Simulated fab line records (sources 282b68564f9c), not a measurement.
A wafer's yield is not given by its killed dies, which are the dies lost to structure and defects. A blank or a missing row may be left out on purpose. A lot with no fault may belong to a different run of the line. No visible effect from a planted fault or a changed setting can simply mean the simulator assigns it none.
Code-filled problem report in 8D (eight disciplines) form / flow rit cmos / the parts of the form that need people (team, actions taken, sign-off) are left out

1. THE PROBLEM
REOX_OXIDE_THK at RIT_REOX_THK_MEAS_04 reads a mean of 27.8 nm on 6 wafers of 2 lots; wafers without a fault read 25.2 nm with a standard deviation of 0.47. Relative to the usual mean, that is a shift of +5.4 standard deviations.
Seen first at day 5 05:34 on film metro-04, wafer L834.2. The record has a number at this step for 42 wafers belonging to 14 lots. Rule for "out" (also "out of limits"): further than 4 standard deviations from the usual mean. The other wafers with a number count as sound.

2. WHAT IT IS, WHAT IT ISN'T
question=which readings at this step | is=REOX_OXIDE_THK | is not=-
question=which lots | is=L834, L835 | is not=L822, L823, L824, L825, L826, L827, L828, L841, L842, L843, L844, L845
question=which wafers of those lots | is=all that have a number | is not=-
question=read on which gauges | is=film metro-04 | is not=film metro-01, film metro-02
question=when | is=from day 5 05:34 | is not=up to then (21 sound wafers); but 15 sound wafers of L841, L842, L843, L844, L845 came after

3. WHAT RULES OUT EACH SUSPECT
Counting: a tool stays on the suspect list if, at a process step up to the reading, it processed all lots that are out and no sound lot following the first of them.
- the gauge at RIT_REOX_THK_MEAS_04: kept. All the wafers that are out were read on film metro-04, and no step on other tools shows them out.
After counting, what remains is film metro-04 at RIT_REOX_THK_MEAS_04.

4. THE CAUSE (what the simulator had put in)
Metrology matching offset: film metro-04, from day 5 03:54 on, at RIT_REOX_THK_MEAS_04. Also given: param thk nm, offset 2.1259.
Counting left only this tool.

5. THE CHAIN OF EFFECTS, in route order
Rows list readings where the struck wafers' mean (over those with a number) sits beyond 3 standard deviations from the usual. Only readings for which the record gives a usual standard deviation are gone through. hours: the time from each lot's start at the first step in this table that gives one to its start at this step, as a median over the lots. sigmas: the change in usual standard deviations.
hours=0; step=RIT_REOX_THK_MEAS_04; reading=REOX_OXIDE_THK; usual=25.2 nm; on struck wafers=27.8; change=+2.6; sigmas=+5.4

6. HOW IT WOULD HAVE BEEN CAUGHT EARLIER
The first out-of-limits reading at a measuring or inspecting step in this record came at day 5 05:34, 2 hours after the fault's start at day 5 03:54.
